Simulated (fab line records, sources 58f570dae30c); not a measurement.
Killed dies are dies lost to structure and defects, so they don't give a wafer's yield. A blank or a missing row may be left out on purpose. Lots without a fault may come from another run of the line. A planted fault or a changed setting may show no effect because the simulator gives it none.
Tool commonality check | flow berkeley_cmos170 | 14 lots, 42 wafers sampled

WHY IT WAS OPENED
At UCB170_PVT_TW_MEAS_09 the reading PVT_TW is flagged on 2 of 14 lots. Wafers without a fault read 502.4, standard deviation 2.5.
Rule: a lot is flagged when every wafer of it that has a number lies more than 4 standard deviations from that mean, or none has a number. The other lots count as sound.

lot  | measured     | on            | PVT_TW, wafer by wafer | flag
L667 | day 6 06:58  | film_metro-04 | 499.5 497.8 498.6      |
L668 | day 6 08:01  | film_metro-03 | 503.7 505.4 504.1      |
L671 | day 6 21:16  | film_metro-04 | 499.7 499.3 500.1      |
L670 | day 6 21:33  | film_metro-01 | 506.0 508.7 506.4      |
L669 | day 6 21:57  | film_metro-01 | 504.7 507.0 505.1      |
L672 | day 7 12:00  | film_metro-01 | 499.0 497.8 496.7      |
L675 | day 7 21:36  | film_metro-03 | 500.9 505.3 502.4      |
L680 | day 9 14:45  | film_metro-01 | 29.7 29.7 29.8         | FLAGGED
L681 | day 9 14:52  | film_metro-03 | 29.8 29.9 29.7         | FLAGGED
L686 | day 10 07:40 | film_metro-01 | 500.5 499.3 498.3      |
L683 | day 10 07:56 | film_metro-03 | 502.3 502.4 503.6      |
L687 | day 10 22:15 | film_metro-03 | 500.4 499.0 502.3      |
L690 | day 11 14:44 | film_metro-03 | 506.8 505.5 505.4      |
L689 | day 11 14:58 | film_metro-04 | 503.3 503.1 503.0      |
The numbers of the flagged lots are 29.8 on average: -472.6 against the usual, or -99 or more standard deviations.

WHICH TOOL RAN EACH LOT
The record holds 2 process steps before the reading, out of a route of 331 steps. In each cell: the tool, then ch and the chambers that the sampled wafers went through, then the start.
lot  | flag    | UCB170_NVT_STRIP_08                  | UCB170_PVT_STRIP_08
L667 |         | plasma_asher-01 ch 0,1, day 6 04:48  | plasma_asher-02 ch 0,1, day 6 06:53
L668 |         | plasma_asher-02 ch 0,1, day 6 05:29  | plasma_asher-01 ch 0,1, day 6 07:55
L671 |         | plasma_asher-04 ch 0,1, day 6 19:23  | plasma_asher-01 ch 0,1, day 6 21:10
L670 |         | plasma_asher-02 ch 0,1, day 6 19:37  | plasma_asher-02 ch 0,1, day 6 21:26
L669 |         | plasma_asher-01 ch 0,1, day 6 19:44  | plasma_asher-03 ch 0, day 6 21:51
L672 |         | plasma_asher-04 ch 0,1, day 7 07:28  | plasma_asher-02 ch 0,1, day 7 11:55
L675 |         | plasma_asher-04 ch 0,1, day 7 19:49  | plasma_asher-01 ch 0,1, day 7 21:31
L680 | FLAGGED | plasma_asher-02 ch 0,1, day 9 11:07  | plasma_asher-03 ch 0,1, day 9 14:39
L681 | FLAGGED | plasma_asher-01 ch 0,1, day 9 10:57  | plasma_asher-02 ch 0,1, day 9 14:47
L686 |         | plasma_asher-01 ch 0,1, day 10 05:14 | plasma_asher-02 ch 1, day 10 07:34
L683 |         | plasma_asher-02 ch 0,1, day 10 05:30 | plasma_asher-03 ch 0,1, day 10 07:50
L687 |         | plasma_asher-02 ch 1, day 10 17:14   | plasma_asher-03 ch 0,1, day 10 22:09
L690 |         | plasma_asher-02 ch 0,1, day 11 13:04 | plasma_asher-03 ch 0,1, day 11 14:38
L689 |         | plasma_asher-01 ch 0,1, day 11 13:20 | plasma_asher-02 ch 0,1, day 11 14:52
What these steps do:
- UCB170_NVT_STRIP_08: strips in O2.
- UCB170_PVT_STRIP_08: strips in O2.
- UCB170_PVT_TW_MEAS_09

FLAGGED OVER TOTAL, TOOL BY TOOL (the gauges that took the reading come last)
step                  | tool            | lots run | flagged | share of the flagged lots | sound lots run after its first flagged lot
UCB170_NVT_STRIP_08   | plasma_asher-01 | 5        | 1       | some                      | 2 (L686,L689)
UCB170_NVT_STRIP_08   | plasma_asher-02 | 6        | 1       | some                      | 3 (L683,L687,L690)
UCB170_NVT_STRIP_08   | plasma_asher-04 | 3        | 0       | none                      | -
UCB170_PVT_STRIP_08   | plasma_asher-01 | 3        | 0       | none                      | -
UCB170_PVT_STRIP_08   | plasma_asher-02 | 6        | 1       | some                      | 2 (L686,L689)
UCB170_PVT_STRIP_08   | plasma_asher-03 | 5        | 1       | some                      | 3 (L683,L687,L690)
UCB170_PVT_TW_MEAS_09 | film_metro-01   | 5        | 1       | some                      | 1 (L686)
UCB170_PVT_TW_MEAS_09 | film_metro-03   | 6        | 1       | some                      | 3 (L683,L687,L690)
UCB170_PVT_TW_MEAS_09 | film_metro-04   | 3        | 0       | none                      | -

WHAT THE TABLE ALLOWS
No row of the table ran every flagged lot.

WHAT THE SIMULATOR HAD PUT IN
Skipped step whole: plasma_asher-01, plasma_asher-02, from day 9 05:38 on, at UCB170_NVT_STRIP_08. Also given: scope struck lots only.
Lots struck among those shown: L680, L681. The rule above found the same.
